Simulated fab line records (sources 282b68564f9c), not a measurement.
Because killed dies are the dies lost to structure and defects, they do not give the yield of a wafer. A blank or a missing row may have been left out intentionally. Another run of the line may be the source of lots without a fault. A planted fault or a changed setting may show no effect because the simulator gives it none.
Split-lot experiment / flow rit cmos / 23 wafers read from 5 lots, route of 202 steps

== THE SPLIT ITSELF ==
At RIT_ACTIVE_OXIDATION_01 (target thk 46.8 nm, ox time 3360 s), the setting ox time s was moved away from the recipe's 3360 s on 15 of the 23 wafers read, by -7.6% to +4.6%. This setting was run at the recipe's value on the other wafers.

The reading is taken at the split's own step.

== THE READING ==
SiO2_of_ACTIVE_OXIDATION_01.thk nm (the simulator's own value, which no gauge read), in nm, at RIT_ACTIVE_OXIDATION_01 (target thk 46.8 nm, ox time 3360 s). The file gives no usual value for it. Here, 8 wafers ran the recipe; their average is 47.55 nm with a standard deviation of 0.7 nm.

wafer=L076.1; tool, chamber at the split=-, -; ox time s as run, s=3230; against the recipe=-3.9%; SiO2_of_ACTIVE_OXIDATION_01.thk nm, nm=46.27; against lot-mates on the recipe=no lot-mate on the recipe
wafer=L076.2; tool, chamber at the split=-, -; ox time s as run, s=3230; against the recipe=-3.9%; SiO2_of_ACTIVE_OXIDATION_01.thk nm, nm=45.64; against lot-mates on the recipe=no lot-mate on the recipe
wafer=L076.3; tool, chamber at the split=-, -; ox time s as run, s=3230; against the recipe=-3.9%; SiO2_of_ACTIVE_OXIDATION_01.thk nm, nm=45.73; against lot-mates on the recipe=no lot-mate on the recipe
wafer=L076.4; tool, chamber at the split=-, -; ox time s as run, s=3230; against the recipe=-3.9%; SiO2_of_ACTIVE_OXIDATION_01.thk nm, nm=46.05; against lot-mates on the recipe=no lot-mate on the recipe
wafer=L076.6; tool, chamber at the split=-, -; ox time s as run, s=3230; against the recipe=-3.9%; SiO2_of_ACTIVE_OXIDATION_01.thk nm, nm=45.29; against lot-mates on the recipe=no lot-mate on the recipe
wafer=L081.1; tool, chamber at the split=-, -; ox time s as run, s=3514; against the recipe=+4.6%; SiO2_of_ACTIVE_OXIDATION_01.thk nm, nm=47.06; against lot-mates on the recipe=no lot-mate on the recipe
wafer=L081.2; tool, chamber at the split=-, -; ox time s as run, s=3514; against the recipe=+4.6%; SiO2_of_ACTIVE_OXIDATION_01.thk nm, nm=47.97; against lot-mates on the recipe=no lot-mate on the recipe
wafer=L081.4; tool, chamber at the split=-, -; ox time s as run, s=3514; against the recipe=+4.6%; SiO2_of_ACTIVE_OXIDATION_01.thk nm, nm=47.83; against lot-mates on the recipe=no lot-mate on the recipe
wafer=L081.5; tool, chamber at the split=-, -; ox time s as run, s=3514; against the recipe=+4.6%; SiO2_of_ACTIVE_OXIDATION_01.thk nm, nm=47.44; against lot-mates on the recipe=no lot-mate on the recipe
wafer=L081.6; tool, chamber at the split=-, -; ox time s as run, s=3514; against the recipe=+4.6%; SiO2_of_ACTIVE_OXIDATION_01.thk nm, nm=47.71; against lot-mates on the recipe=no lot-mate on the recipe
wafer=L082.1; tool, chamber at the split=-, -; ox time s as run, s=3360; against the recipe=recipe; SiO2_of_ACTIVE_OXIDATION_01.thk nm, nm=47.73; against lot-mates on the recipe=-
wafer=L082.2; tool, chamber at the split=-, -; ox time s as run, s=3360; against the recipe=recipe; SiO2_of_ACTIVE_OXIDATION_01.thk nm, nm=47.89; against lot-mates on the recipe=-
wafer=L082.3; tool, chamber at the split=-, -; ox time s as run, s=3360; against the recipe=recipe; SiO2_of_ACTIVE_OXIDATION_01.thk nm, nm=48.19; against lot-mates on the recipe=-
wafer=L082.5; tool, chamber at the split=-, -; ox time s as run, s=3360; against the recipe=recipe; SiO2_of_ACTIVE_OXIDATION_01.thk nm, nm=48.28; against lot-mates on the recipe=-
wafer=L082.6; tool, chamber at the split=-, -; ox time s as run, s=3360; against the recipe=recipe; SiO2_of_ACTIVE_OXIDATION_01.thk nm, nm=48.12; against lot-mates on the recipe=-
wafer=L084.2; tool, chamber at the split=furnace-03, 0; ox time s as run, s=3360; against the recipe=recipe; SiO2_of_ACTIVE_OXIDATION_01.thk nm, nm=47.26; against lot-mates on the recipe=-
wafer=L084.3; tool, chamber at the split=furnace-03, 0; ox time s as run, s=3360; against the recipe=recipe; SiO2_of_ACTIVE_OXIDATION_01.thk nm, nm=46.67; against lot-mates on the recipe=-
wafer=L084.4; tool, chamber at the split=furnace-03, 0; ox time s as run, s=3360; against the recipe=recipe; SiO2_of_ACTIVE_OXIDATION_01.thk nm, nm=46.28; against lot-mates on the recipe=-
wafer=L085.1; tool, chamber at the split=-, -; ox time s as run, s=3103; against the recipe=-7.6%; SiO2_of_ACTIVE_OXIDATION_01.thk nm, nm=45; against lot-mates on the recipe=no lot-mate on the recipe
wafer=L085.3; tool, chamber at the split=-, -; ox time s as run, s=3103; against the recipe=-7.6%; SiO2_of_ACTIVE_OXIDATION_01.thk nm, nm=44.56; against lot-mates on the recipe=no lot-mate on the recipe
wafer=L085.4; tool, chamber at the split=-, -; ox time s as run, s=3103; against the recipe=-7.6%; SiO2_of_ACTIVE_OXIDATION_01.thk nm, nm=44.88; against lot-mates on the recipe=no lot-mate on the recipe
wafer=L085.5; tool, chamber at the split=-, -; ox time s as run, s=3103; against the recipe=-7.6%; SiO2_of_ACTIVE_OXIDATION_01.thk nm, nm=43.66; against lot-mates on the recipe=no lot-mate on the recipe
wafer=L085.6; tool, chamber at the split=-, -; ox time s as run, s=3103; against the recipe=-7.6%; SiO2_of_ACTIVE_OXIDATION_01.thk nm, nm=44.39; against lot-mates on the recipe=no lot-mate on the recipe

THE FIT
A straight line over all 23 wafers: SiO2_of_ACTIVE_OXIDATION_01.thk nm changes by +0.276 nm for each +1% of ox time s; r = +0.86; the points scatter about the line by 0.74 nm.
Too few moved wafers with a lot-mate on the recipe to fit a line net of each lot's own level.

== FILE'S OWN FIT ==
SiO2_of_ACTIVE_OXIDATION_01.thk nm changes by +0.276 nm for each +1% of ox time s, r = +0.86.
